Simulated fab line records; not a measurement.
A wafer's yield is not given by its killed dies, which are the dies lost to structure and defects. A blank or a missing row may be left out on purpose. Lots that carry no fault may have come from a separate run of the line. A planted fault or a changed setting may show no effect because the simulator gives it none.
Tool commonality check    flow rit-cmos    15 lots and 54 wafers in the sample

== REASON IT WAS OPENED ==
On 3 of the 15 lots, a flag is raised at RIT_M1_CD_MEAS_09 on the reading cd-nm. Wafers without a fault read 2600.5 nm, standard deviation 1.9.
Rule: a lot is flagged in two cases, either no wafer of it has a number, or all its wafers with numbers fall more than 4 standard deviations from that mean. As for the other lots, they are considered sound.

lot   measured     on         cd-nm (nm), wafer by wafer                 flag
L589  day 3 17:24  cd-sem-01  2599.8 2603.5 2602.7                       
L590  day 3 22:40  cd-sem-02  2600.5 2601.6 2599.3                       
L591  day 4 05:16  cd-sem-02  2603.1 2601.4 2603.3                       
L592  day 4 09:18  cd-sem-01  2599.2 2598.8 2598.3                       
L593  day 4 14:44  cd-sem-02  2598.3 2601.1 2598.0                       
L594  day 4 18:03  cd-sem-02  2598.8 2599.1 2597.9                       
L595  day 4 23:07  cd-sem-02  2604.2 2603.6 2603.1                       
L596  day 5 07:46  cd-sem-01  2604.4 2605.4 2603.4                       
L597  day 5 09:18  cd-sem-01  2601.9 2599.5 2601.9                       
L598  day 5 15:04  cd-sem-01  2600.7 2601.9 2601.3                       
L602  day 6 11:09  cd-sem-01  2599.7 2601.7 2600.0                       
L603  day 6 14:49  cd-sem-01  2594.9 2599.3 2597.8                       
L604  day 6 16:51  cd-sem-02  2639.8 2638.6 2637.4 2639.7 2638.7 2637.2  FLAGGED
L605  day 7 00:26  cd-sem-02  2640.1 2642.7 2642.0 2640.1 2642.6 2641.9  FLAGGED
L607  day 7 10:49  cd-sem-01  2632.8 2635.4 2633.8 2632.2 2635.4 2633.5  FLAGGED
The numbers of the flagged lots are 2638.0 nm on average: +37.5 nm against the usual, or +20 standard deviations.

== WHICH TOOL RAN EACH LOT ==
3 process steps preceding the reading are held in the record, out of 202 steps in the route. In each cell: the tool, then ch and the chambers that the sampled wafers went through, then the start.
lot   flag     RIT_CONTACT_ETCH_11                RIT_CONTACT_STRIP_12                 RIT_M1_DEVELOP_08
L589           rie-diel-02 ch 1,3, day 3 15:09    plasma-asher-03 ch 0,1, day 3 15:21  litho-track-02 ch 0, day 3 17:00
L590           rie-diel-04 ch 0,2,3, day 3 20:27  plasma-asher-03 ch 0,1, day 3 20:39  litho-track-01 ch 0, day 3 22:00
L591           rie-diel-04 ch 1,2,3, day 4 03:04  plasma-asher-01 ch 0,1, day 4 03:16  litho-track-02 ch 0, day 4 05:00
L592           rie-diel-02 ch 1,2,3, day 4 07:05  plasma-asher-01 ch 0,1, day 4 07:17  litho-track-04 ch 0, day 4 09:00
L593           rie-diel-03 ch 0,1,2, day 4 12:25  plasma-asher-04 ch 0,1, day 4 12:36  litho-track-02 ch 0, day 4 14:00
L594           rie-diel-03 ch 0,1,2, day 4 15:50  plasma-asher-01 ch 0,1, day 4 16:02  litho-track-01 ch 0, day 4 17:00
L595           rie-diel-04 ch 0,1,3, day 4 20:50  plasma-asher-04 ch 0,1, day 4 21:02  litho-track-02 ch 0, day 4 22:00
L596           rie-diel-02 ch 0,1,3, day 5 05:01  plasma-asher-01 ch 0,1, day 5 05:13  litho-track-01 ch 0, day 5 07:00
L597           rie-diel-04 ch 0,1,2, day 5 06:56  plasma-asher-03 ch 1, day 5 07:08    litho-track-02 ch 0, day 5 09:00
L598           rie-diel-03 ch 0,1,2, day 5 12:49  plasma-asher-04 ch 0,1, day 5 13:04  litho-track-01 ch 0, day 5 14:00
L602           rie-diel-03 ch 1,2,3, day 6 08:48  plasma-asher-04 ch 0,1, day 6 08:59  litho-track-02 ch 0, day 6 10:00
L603           rie-diel-02 ch 0,2, day 6 12:36    plasma-asher-01 ch 0,1, day 6 12:48  litho-track-04 ch 0, day 6 14:00
L604  FLAGGED  rie-diel-04 ch 0,1,2, day 6 14:31  plasma-asher-04 ch 0,1, day 6 14:43  litho-track-04 ch 0, day 6 16:00
L605  FLAGGED  rie-diel-02 ch 0,2,3, day 6 22:06  plasma-asher-04 ch 0,1, day 6 22:17  litho-track-04 ch 0, day 7 00:00
L607  FLAGGED  rie-diel-03 ch 0,1,2, day 7 08:26  plasma-asher-04 ch 0,1, day 7 08:37  litho-track-04 ch 0, day 7 10:00
What the steps here do:
- RIT_CONTACT_ETCH_11: etches SiO2 in CHF3/CF4/Ar, stops on TiSi2, target depth 480 nm, time 320 s.
- RIT_CONTACT_STRIP_12: strips in O2, time 180 s.
- RIT_M1_DEVELOP_08: develop time 68 s.
- RIT_M1_CD_MEAS_09: target cd 2600 nm.

== FLAGGED AGAINST TOTAL, ONE TOOL AT A TIME (gauges that did the reading follow at the end) ==
step                  tool             lots run  flagged  share of the flagged lots  sound lots run after its first flagged lot
RIT_CONTACT_ETCH_11   rie-diel-02      5         1        some                       0
RIT_CONTACT_ETCH_11   rie-diel-03      5         1        some                       0
RIT_CONTACT_ETCH_11   rie-diel-04      5         1        some                       0
RIT_CONTACT_STRIP_12  plasma-asher-01  5         0        none                       -
RIT_CONTACT_STRIP_12  plasma-asher-03  3         0        none                       -
RIT_CONTACT_STRIP_12  plasma-asher-04  7         3        all                        0
RIT_M1_DEVELOP_08     litho-track-01   4         0        none                       -
RIT_M1_DEVELOP_08     litho-track-02   6         0        none                       -
RIT_M1_DEVELOP_08     litho-track-04   5         3        all                        0
RIT_M1_CD_MEAS_09     cd-sem-01        8         1        some                       0
RIT_M1_CD_MEAS_09     cd-sem-02        7         2        some                       0

== WHAT THE TABLE PERMITS ==
In 2 table rows, all flagged lots were run: plasma-asher-04 (RIT_CONTACT_STRIP_12), litho-track-04 (RIT_M1_DEVELOP_08).
- plasma-asher-04 at RIT_CONTACT_STRIP_12 ran 7 lots, 3 of them flagged. It ran its last sound lot, L602, at day 6 08:59 and its first flagged lot, L604, at day 6 14:43: a fault with its onset between the two fits.
- litho-track-04 at RIT_M1_DEVELOP_08 ran 5 lots, 3 of them flagged. It ran its last sound lot, L603, at day 6 14:00 and its first flagged lot, L604, at day 6 16:00: a fault with its onset between the two fits.
Counting lots can't tell these 2 tools apart, because each fits a fault that began at some hour. More lots, or a look at what each step does to the wafer, might.

== WHAT HAD BEEN PUT IN BY THE SIMULATOR ==
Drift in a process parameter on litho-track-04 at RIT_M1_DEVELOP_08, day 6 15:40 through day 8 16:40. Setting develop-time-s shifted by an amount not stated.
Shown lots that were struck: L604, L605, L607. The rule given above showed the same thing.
